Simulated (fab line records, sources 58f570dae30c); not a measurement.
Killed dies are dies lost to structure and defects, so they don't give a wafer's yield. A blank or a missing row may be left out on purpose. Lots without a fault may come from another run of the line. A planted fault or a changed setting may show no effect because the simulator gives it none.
Chamber matching | flow berkeley_cmos170 | UCB170_V2_CMP_02 on cmp-02: 4 sister chambers
The step polishes SiO2. 4 wafers are shown with their chamber, then 7 later ones without.

WAFERS WITH THEIR CHAMBER
wafer  | chamber | motor_current_A (A)
L405.2 | 3       | 14.9
L402.6 | 0       | 17.2
L407.1 | 1       | 18.2
L407.4 | 2       | 16.5

WAFERS WITHOUT THEIR CHAMBER
wafer  | motor_current_A (A)
L407.5 | 15.0
L408.2 | 17.2
L408.5 | 18.7
L408.6 | 15.8
L415.3 | 17.6
L415.4 | 14.7
L415.5 | 17.0

WHICH CHAMBER EACH WENT THROUGH
wafer  | from the rows above          | in truth
L407.5 | 3                            | 3
L408.2 | can't be placed: 0 or 2      | 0
L408.5 | 1                            | 1
L408.6 | can't be placed: 2 or 3 or 0 | 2
L415.3 | can't be placed: 0 or 1 or 2 | 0
L415.4 | 3                            | 3
L415.5 | can't be placed: 0 or 2      | 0
Placed correctly: 3 of 7. Can't be placed from these rows: 4 (the true chamber is among the candidates in 4). Placed wrongly: 0.
How it was worked out, from the rows above alone: a wafer's distance from a chamber is the root of the sum, over the readings, of the square of ((its reading less the chamber's mean) divided by the reading's scatter). The wafer belongs to the nearest chamber; if the next one is less than 2 further off, it can't be placed. A chamber's mean is the mean of its shown wafers. The scatter: with one shown wafer a chamber, the root of the mean of the squares of how far each hidden wafer lies from its nearest shown one.
